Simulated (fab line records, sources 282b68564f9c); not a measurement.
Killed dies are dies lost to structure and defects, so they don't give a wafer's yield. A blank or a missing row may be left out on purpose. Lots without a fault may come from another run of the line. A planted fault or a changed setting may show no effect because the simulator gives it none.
fab line records | flow rit_cmos
record lots=5 wafers=15 last_day=7
route steps=202 shown PSD@145 SDANNEAL@153 NSD@158 PLDD@159 NLDD@160 SILICIDE@161
lots that met no fault: from a run of the same line without faults
start_h: hours from the record's first day to the start of the lot's first wafer shown | wait_h: hours since the lot's step before | " the same as in the row above | L1.1+2: a row that stands for several wafers | - no value, or no start given | * or withheld: withheld | < > ~ a bound
route shown NAME@n: a module of which the file shows steps, and the number in the route of the first | usual: mean/standard deviation of fault-free wafers | same: alike in all rows | chamber/n: place in a boat | sites: the reading at each site | _std_site: their standard deviation | _edge_site: outer sites' mean less inner sites' | radius_mm: how far each site lies from the wafer's centre | mask NAME#n: copy n | behind: the tool/chamber that last shaped the wafer | hold: why the lot was held/for how many hours/how that ended | device: the transistor (n, p or np) that didn't switch | end of line: the same wafers' tests at the end of the route | a step without rows: its recipe alone | killed: dies lost to structure and defects at the first sort, not the wafer's yield | map: a wafer's dies, x killed, . not, _ none there
set.NAME: the setting as run; set.NAME@STEP: as run at that earlier step | model.NAME: the simulator's own value behind a step, which no gauge read
lots at some steps of the route; a table a step, a row a wafer
services: from which hour (start_h, from the record's first day; less than 0 if before it) a tool's chamber was out of use, for how many hours, and why
## steps
# step RIT_PSD_EXPOSE_03
# recipe mask_id=M10 na=0.57 target_cd_nm=40900 dose_mj=250
# columns lot.wafer tool chamber start_h wait_h mask
L075.3+4+6 iline_stepper-02 0 54.75 0.1 M10#0
L077.3+4+5 iline_stepper-02 0 63.03 0.1 M10#0
L085.1+4+6 iline_stepper-01 0 102.78 0.2 M10#0
L094.4+5+6 iline_stepper-01 0 152.70 0.1 M10#0
L095.1+3+6 iline_stepper-01 0 157.60 0.1 M10#0
# step RIT_PSD_PEB_04
# recipe resist=NOVOLAK temp_c=withheld time_s=withheld
# columns lot.wafer tool chamber start_h wait_h
L075.3+4+6 litho_track-03 0 54.88 0.1
L077.3+4+5 litho_track-02 0 63.16 0.1
L085.1+4+6 litho_track-03 0 102.89 0.1
L094.4+5+6 litho_track-02 0 152.91 0.2
L095.1+3+6 litho_track-01 0 157.72 0.1
# step RIT_PSD_DEVELOP_05
# recipe resist=NOVOLAK develop_time_s=50 dev_temp_c=23
# columns lot.wafer tool chamber start_h wait_h
L075.3+4+6 litho_track-03 0 - -
L077.3+4+5 litho_track-02 0 - -
L085.1+4+6 litho_track-03 0 - -
L094.4+5+6 litho_track-02 0 - -
L095.1+3+6 litho_track-01 0 - -
# step RIT_PSD_OVL_MEAS_06
# usual PSD_OVL=0.1/1.3
# columns lot.wafer tool chamber start_h wait_h PSD_OVL[nm]
L075.3 overlay-02 - 55.12 - 0.2
L075.4 " - " " 0.6
L075.6 " - " " 0.9
L077.3 overlay-02 - 63.40 - -1.1
L077.4 " - " " -1.7
L077.5 " - " " 0.3
L085.1 overlay-02 - 103.18 - -0.1
L085.4 " - " " -0.2
L085.6 " - " " -1.9
L094.4 overlay-02 - 153.14 - 0.9
L094.5 " - " " 0.6
L094.6 " - " " 1.0
L095.1 overlay-02 - 158.00 - -1.5
L095.3 " - " " -1.0
L095.6 " - " " 0.6
# step RIT_PSD_HARDBAKE_07
# recipe resist=NOVOLAK temp_c=140 time_s=60
# columns lot.wafer tool chamber start_h wait_h
L075.3+4+6 litho_track-02 0 55.19 0.1
L077.3+4+5 litho_track-03 0 63.48 0.1
L085.1+4+6 litho_track-01 0 103.21 0.0
L094.4+5+6 litho_track-02 0 153.23 0.1
L095.1+3+6 litho_track-01 0 158.04 0.0
# step RIT_PSD_IMPLANT_08
# recipe species=BF2 energy_kev=27 dose_cm2=5e+15 tilt_deg=7
# columns lot.wafer tool chamber start_h wait_h
L075.3+4+6 implanter-03 0 55.34 0.1
L077.3+4+5 implanter-03 0 63.63 0.1
L085.1+4+6 implanter-01 0 103.36 0.1
L094.4+5+6 implanter-01 0 153.38 0.1
L095.1+3+6 implanter-03 0 158.19 0.1
# step RIT_PSD_STRIP_09
# recipe chemistry=O2 time_s=180 resist=NOVOLAK platen_temp_c=withheld power_w=500 pressure_mtorr=4000 o2_flow_sccm=4000
# usual drypump_motor_current_A=5.5/0.41 o2_flow_sccm=4000/12 rf_refl_power_W=6.6/1.2
# columns lot.wafer tool chamber start_h wait_h drypump_motor_current_A o2_flow_sccm rf_hours_counter_h rf_refl_power_W
L075.3 plasma_asher-02 1 55.50 0.1 5.7 3995 - 8.1
L075.4 " 0 " " 5.6 3984 - 9.0
L075.6 " 0 " " 5.6 3982 - 9.0
L077.3 plasma_asher-03 0 63.79 0.1 5.0 3999 - 5.7
L077.4 " 1 " " 6.0 3979 - 7.8
L077.5 " 1 " " 6.0 4010 - 7.8
L085.1 plasma_asher-01 0 103.51 0.1 5.1 4009 48 5.8
L085.4 " 1 " " 6.0 4000 - 6.0
L085.6 " 0 " " 5.1 4010 - 5.7
L094.4 plasma_asher-02 1 153.51 0.1 5.7 4006 - 8.0
L094.5 " 0 " " 5.6 3999 - 9.3
L094.6 " 1 " " 5.7 4010 - 8.0
L095.1 plasma_asher-03 0 158.34 0.1 5.0 3988 3 5.8
L095.3 " 0 " " 5.0 3983 - 5.8
L095.6 " 1 " " 6.0 4002 - 8.1
# step RIT_PSD_TW_MEAS_10
# usual PSD_TW=3455/27
# columns lot.wafer tool chamber start_h wait_h PSD_TW
L075.3 film_metro-04 - 55.64 0.1 3452
L075.4 " - " " 3476
L075.6 " - " " 3456
L077.3 film_metro-04 - 63.92 0.1 3471
L077.4 " - " " 3450
L077.5 " - " " 3437
L085.1 film_metro-01 - 103.69 0.1 3458
L085.4 " - " " 3451
L085.6 " - " " 3459
L094.4 film_metro-02 - 153.66 0.1 3411
L094.5 " - " " 3399
L094.6 " - " " 3410
L095.1 film_metro-02 - 158.51 0.1 3410
L095.3 " - " " 3424
L095.6 " - " " 3406
# step RIT_SDANNEAL_CLEAN_00
# recipe chemistry=SC1 mix=3:3:50 time_s=600 temp_c=75
# usual temp_c=75.02/0.13
# columns lot.wafer tool chamber start_h wait_h temp_c
L075.3 wet_bench-03 2 55.68 0.0 75.18
L075.4 " 2 " " 75.17
L075.6 " 2 " " 75.28
L077.3 wet_bench-03 1 63.96 0.0 74.95
L077.4 " 1 " " 75.02
L077.5 " 1 " " 74.94
L085.1 wet_bench-03 2 103.75 0.1 75.13
L085.4 " 2 " " 75.20
L085.6 " 2 " " 75.10
L094.4 wet_bench-04 2 153.69 0.0 74.87
L094.5 " 2 " " 74.96
L094.6 " 2 " " 74.86
L095.1 wet_bench-01 2 158.57 0.1 74.83
L095.3 " 2 " " 74.90
L095.6 " 2 " " 74.86
# step RIT_SDANNEAL_CLEAN_01
# recipe chemistry=dHF dilution=50:1 time_s=30
# columns lot.wafer tool chamber start_h wait_h
L075.3+4+6 wet_bench-01 3 55.85 0.0
L077.3+4+5 wet_bench-01 1 64.15 0.0
L085.1+4+6 wet_bench-01 3 103.92 0.0
L094.4+5+6 wet_bench-04 1 153.86 0.0
L095.1+3+6 wet_bench-03 2 158.75 0.0
# step RIT_SDANNEAL_CLEAN_02
# recipe chemistry=SC2 mix=3:3:50 time_s=600 temp_c=75 dry=n2_spin
# usual temp_c=75.00/0.12
# columns lot.wafer tool chamber start_h wait_h temp_c
L075.3 wet_bench-04 3 55.87 0.0 75.11
L075.4 " 3 " " 74.94
L075.6 " 3 " " 74.95
L077.3 wet_bench-04 1 64.17 0.0 75.21
L077.4 " 1 " " 75.18
L077.5 " 1 " " 75.11
L085.1 wet_bench-04 0 103.94 0.0 75.00
L085.4 " 0 " " 75.14
L085.6 " 0 " " 75.10
L094.4 wet_bench-04 3 153.88 0.0 74.85
L094.5 " 3 " " 74.94
L094.6 " 3 " " 75.01
L095.1 wet_bench-01 1 158.76 0.0 75.10
L095.3 " 1 " " 75.12
L095.6 " 1 " " 75.01
# step RIT_SDANNEAL_RTA_03
# recipe temp_c=1050 time_s=5 idle_temp_c=600 ramp_up_c_per_s=342 ramp_down_c_per_s=171 cool_to_c=600 ambient=N2
# usual wafer_temp_C_max=1053.5/1.1
# columns lot.wafer tool chamber start_h wait_h wafer_temp_C_max
L075.3 rtp_anneal-01 0 56.07 0.0 1054.7
L075.4 " 0 " " 1054.6
L075.6 " 0 " " 1053.4
L077.3 rtp_anneal-01 0 64.36 0.0 1054.1
L077.4 " 0 " " 1054.0
L077.5 " 0 " " 1052.8
L085.1 rtp_anneal-01 0 104.12 0.0 1051.6
L085.4 " 0 " " 1053.8
L085.6 " 0 " " 1052.5
L094.4 rtp_anneal-02 0 154.08 0.0 1053.2
L094.5 " 0 " " 1051.5
L094.6 " 0 " " 1055.3
L095.1 rtp_anneal-01 0 158.94 0.0 1053.2
L095.3 " 0 " " 1053.1
L095.6 " 0 " " 1051.6
# step RIT_SDANNEAL_RS_MEAS_04
# recipe thk_meas_gauge=four-point-probe
# usual PSD_RS=116.03/0.28
# columns lot.wafer tool chamber start_h wait_h PSD_RS[ohm/sq]
L075.3 film_metro-04 - 56.14 0.1 116.35
L075.4 " - " " 116.27
L075.6 " - " " 115.92
L077.3 film_metro-04 - 64.44 0.1 116.20
L077.4 " - " " 115.96
L077.5 " - " " 115.80
L085.1 film_metro-02 - 104.17 0.0 116.08
L085.4 " - " " 115.90
L085.6 " - " " 116.45
L094.4 film_metro-01 - 154.17 0.1 116.37
L094.5 " - " " 116.06
L094.6 " - " " 116.71
L095.1 film_metro-01 - 159.00 0.0 116.19
L095.3 " - " " 116.19
L095.6 " - " " 116.25
# step RIT_SDANNEAL_RS_MEAS_05
# recipe thk_meas_gauge=four-point-probe
# usual NSD_RS=85.9/0.31
# columns lot.wafer tool chamber start_h wait_h NSD_RS[ohm/sq]
L075.3 film_metro-04 - 56.26 0.1 86.2
L075.4 " - " " 86.3
L075.6 " - " " 86.4
L077.3 film_metro-04 - 64.56 0.1 85.8
L077.4 " - " " 85.9
L077.5 " - " " 85.6
L085.1 film_metro-02 - 104.29 0.1 86.0
L085.4 " - " " 85.8
L085.6 " - " " 85.9
L094.4 film_metro-01 - 154.29 0.1 85.7
L094.5 " - " " 85.9
L094.6 " - " " 85.9
L095.1 film_metro-01 - 159.12 0.1 85.8
L095.3 " - " " 85.9
L095.6 " - " " 86.1
# step RIT_SDANNEAL_RS_MEAS_06
# recipe thk_meas_gauge=four-point-probe
# usual PLDD_RS=176.8/0.44
# columns lot.wafer tool chamber start_h wait_h PLDD_RS[ohm/sq]
L075.3 film_metro-04 - 56.38 0.1 177.5
L075.4 " - " " 177.4
L075.6 " - " " 176.9
L077.3 film_metro-04 - 64.68 0.1 176.9
L077.4 " - " " 177.2
L077.5 " - " " 176.8
L085.1 film_metro-02 - 104.41 0.1 176.8
L085.4 " - " " 176.8
L085.6 " - " " 176.7
L094.4 film_metro-01 - 154.41 0.1 177.2
L094.5 " - " " 177.2
L094.6 " - " " 177.8
L095.1 film_metro-01 - 159.24 0.1 177.6
L095.3 " - " " 178.0
L095.6 " - " " 177.8
# step RIT_SDANNEAL_RS_MEAS_07
# recipe thk_meas_gauge=four-point-probe
# usual NLDD_RS=151.5/0.6
# columns lot.wafer tool chamber start_h wait_h NLDD_RS[ohm/sq]
L075.3 film_metro-04 - 56.50 0.1 151.0
L075.4 " - " " 151.0
L075.6 " - " " 152.0
L077.3 film_metro-04 - 64.80 0.1 152.4
L077.4 " - " " 152.7
L077.5 " - " " 152.1
L085.1 film_metro-02 - 104.53 0.1 151.5
L085.4 " - " " 151.7
L085.6 " - " " 151.7
L094.4 film_metro-01 - 154.53 0.1 152.3
L094.5 " - " " 151.7
L094.6 " - " " 151.9
L095.1 film_metro-01 - 159.36 0.1 151.7
L095.3 " - " " 151.9
L095.6 " - " " 152.5
# step RIT_SILICIDE_WET_ETCH_00
# recipe chemistry=BOE target=SiO2 target_depth_nm=14 time_s=15 dry=n2_spin dilution=10:1 temp_c=21.5
# usual temp_c=21.48/0.11
# columns lot.wafer tool chamber start_h wait_h temp_c
L075.3 wet_bench-01 2 56.58 0.1 21.42
L075.4 " 2 " " 21.59
L075.6 " 2 " " 21.56
L077.3 wet_bench-02 3 64.88 0.1 21.51
L077.4 " 3 " " 21.44
L077.5 " 3 " " 21.45
L085.1 wet_bench-02 2 104.65 0.1 21.64
L085.4 " 2 " " 21.41
L085.6 " 2 " " 21.44
L094.4 wet_bench-02 0 154.59 0.0 21.61
L094.5 " 0 " " 21.66
L094.6 " 0 " " 21.44
L095.1 wet_bench-01 0 159.50 0.1 21.56
L095.3 " 0 " " 21.56
L095.6 " 0 " " 21.58
## services
# columns tool chamber start_h hours kind
implanter-01 - 37.39 3.3 repair
iline_stepper-02 - 63.48 0.7 repair
implanter-03 - 83.72 2.2 repair
plasma_asher-02 - 86.70 8.5 repair
iline_stepper-01 0 96.05 - calibration
wet_bench-04 - 98.42 3.7 repair
plasma_asher-02 - 108.22 1.9 repair
iline_stepper-02 - 108.39 1.7 pm
plasma_asher-03 - 108.75 9.0 pm
plasma_asher-03 0 108.75 9.0 vent_cycle
plasma_asher-03 1 108.75 9.0 vent_cycle
plasma_asher-01 - 115.41 1.7 repair
plasma_asher-03 0 117.75 - clean
plasma_asher-03 1 117.75 - clean
plasma_asher-03 - 129.50 4.1 repair
plasma_asher-03 - 135.38 6.6 repair
rtp_anneal-02 - 151.11 1.1 pm
wet_bench-02 - 157.90 4.2 repair
wet_bench-04 - 158.48 1.9 repair
## key
fault none
